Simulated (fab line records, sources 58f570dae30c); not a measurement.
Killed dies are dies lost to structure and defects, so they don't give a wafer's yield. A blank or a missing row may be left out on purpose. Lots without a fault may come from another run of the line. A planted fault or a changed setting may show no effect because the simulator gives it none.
Tool commonality check | flow berkeley_cmos170 | 14 lots, 42 wafers sampled

WHY IT WAS OPENED
At UCB170_PVT_TW_MEAS_09 the reading PVT_TW is flagged on 2 of 14 lots. Wafers without a fault read 514, standard deviation 3.9.
Rule: a lot is flagged when every wafer of it that has a number lies more than 4 standard deviations from that mean, or none has a number. The other lots count as sound.

lot  | measured     | on            | PVT_TW, wafer by wafer | flag
L729 | day 6 00:39  | film_metro-04 | 514 514 515            |
L730 | day 6 01:09  | film_metro-02 | 511 510 510            |
L733 | day 6 13:57  | film_metro-04 | 515 517 513            |
L731 | day 6 14:17  | film_metro-01 | 510 509 512            |
L738 | day 7 11:01  | film_metro-02 | 513 511 511            |
L735 | day 7 11:51  | film_metro-01 | 509 508 510            |
L736 | day 7 12:07  | film_metro-01 | 509 508 509            |
L737 | day 7 12:22  | film_metro-04 | 514 518 517            |
L740 | day 8 09:42  | film_metro-01 | 508 511 512            |
L741 | day 8 19:58  | film_metro-01 | 511 511 508            |
L742 | day 9 01:47  | film_metro-04 | 518 520 519            |
L748 | day 9 20:32  | film_metro-04 | 31 31 31               | FLAGGED
L750 | day 10 08:42 | film_metro-04 | 30 30 30               | FLAGGED
L752 | day 10 20:47 | film_metro-04 | 513 515 512            |
The numbers of the flagged lots are 30 on average: -484 against the usual, or -99 or more standard deviations.

WHICH TOOL RAN EACH LOT
The record holds 3 process steps before the reading, out of a route of 331 steps. In each cell: the tool, then ch and the chambers that the sampled wafers went through, then the start.
lot  | flag    | UCB170_PWELL_STRIP_16               | UCB170_NVT_STRIP_08                  | UCB170_PVT_STRIP_08
L729 |         | plasma_asher-04 ch 0,1, day 3 09:00 | plasma_asher-01 ch 0,1, day 5 22:50  | plasma_asher-03 ch 0,1, day 6 00:32
L730 |         | plasma_asher-01 ch 0,1, day 3 09:25 | plasma_asher-02 ch 0,1, day 5 23:06  | plasma_asher-01 ch 0,1, day 6 01:04
L733 |         | plasma_asher-03 ch 0, day 3 17:17   | plasma_asher-02 ch 0,1, day 6 12:08  | plasma_asher-03 ch 1, day 6 13:51
L731 |         | plasma_asher-03 ch 0,1, day 3 16:33 | plasma_asher-03 ch 0,1, day 6 12:30  | plasma_asher-04 ch 0,1, day 6 14:11
L738 |         | plasma_asher-03 ch 0,1, day 4 19:53 | plasma_asher-01 ch 0,1, day 7 07:34  | plasma_asher-03 ch 0,1, day 7 10:55
L735 |         | plasma_asher-04 ch 0,1, day 4 06:40 | plasma_asher-03 ch 0,1, day 7 07:50  | plasma_asher-04 ch 0,1, day 7 11:44
L736 |         | plasma_asher-04 ch 1, day 4 12:41   | plasma_asher-02 ch 0,1, day 7 08:07  | plasma_asher-01 ch 0,1, day 7 12:01
L737 |         | plasma_asher-03 ch 0,1, day 4 19:21 | plasma_asher-01 ch 0, day 7 08:07    | plasma_asher-04 ch 0, day 7 12:16
L740 |         | plasma_asher-04 ch 0,1, day 5 10:44 | plasma_asher-02 ch 0,1, day 8 07:34  | plasma_asher-04 ch 0,1, day 8 09:36
L741 |         | plasma_asher-04 ch 0,1, day 5 17:38 | plasma_asher-02 ch 0,1, day 8 17:32  | plasma_asher-04 ch 0,1, day 8 19:52
L742 |         | plasma_asher-01 ch 0,1, day 6 01:24 | plasma_asher-02 ch 0,1, day 8 23:32  | plasma_asher-04 ch 0,1, day 9 01:41
L748 | FLAGGED | plasma_asher-01 ch 1, day 7 08:40   | plasma_asher-02 ch 0,1, day 9 17:54  | plasma_asher-03 ch 1, day 9 20:26
L750 | FLAGGED | plasma_asher-03 ch 0,1, day 7 16:17 | plasma_asher-01 ch 0,1, day 10 07:14 | plasma_asher-01 ch 0,1, day 10 08:36
L752 |         | plasma_asher-04 ch 0,1, day 8 09:05 | plasma_asher-01 ch 0,1, day 10 18:39 | plasma_asher-01 ch 0,1, day 10 20:41
What these steps do:
- UCB170_PWELL_STRIP_16: strips in O2.
- UCB170_NVT_STRIP_08: strips in O2.
- UCB170_PVT_STRIP_08: strips in O2.
- UCB170_PVT_TW_MEAS_09

FLAGGED OVER TOTAL, TOOL BY TOOL (the gauges that took the reading come last)
step                  | tool            | lots run | flagged | share of the flagged lots | sound lots run after its first flagged lot
UCB170_PWELL_STRIP_16 | plasma_asher-01 | 3        | 1       | some                      | 0
UCB170_PWELL_STRIP_16 | plasma_asher-03 | 5        | 1       | some                      | 0
UCB170_PWELL_STRIP_16 | plasma_asher-04 | 6        | 0       | none                      | -
UCB170_NVT_STRIP_08   | plasma_asher-01 | 5        | 1       | some                      | 1 (L752)
UCB170_NVT_STRIP_08   | plasma_asher-02 | 7        | 1       | some                      | 0
UCB170_NVT_STRIP_08   | plasma_asher-03 | 2        | 0       | none                      | -
UCB170_PVT_STRIP_08   | plasma_asher-01 | 4        | 1       | some                      | 1 (L752)
UCB170_PVT_STRIP_08   | plasma_asher-03 | 4        | 1       | some                      | 0
UCB170_PVT_STRIP_08   | plasma_asher-04 | 6        | 0       | none                      | -
UCB170_PVT_TW_MEAS_09 | film_metro-01   | 5        | 0       | none                      | -
UCB170_PVT_TW_MEAS_09 | film_metro-02   | 2        | 0       | none                      | -
UCB170_PVT_TW_MEAS_09 | film_metro-04   | 7        | 2       | all                       | 1 (L752)

WHAT THE TABLE ALLOWS
1 row of the table ran every flagged lot: film_metro-04 at UCB170_PVT_TW_MEAS_09.
- film_metro-04 at UCB170_PVT_TW_MEAS_09: 2 of its 7 lots flagged. Sound lots ran on it after the first flagged one (L752), which a lasting fault on the whole tool wouldn't allow.
No row of the table ran every flagged lot and no sound lot after the first.

WHAT THE SIMULATOR HAD PUT IN
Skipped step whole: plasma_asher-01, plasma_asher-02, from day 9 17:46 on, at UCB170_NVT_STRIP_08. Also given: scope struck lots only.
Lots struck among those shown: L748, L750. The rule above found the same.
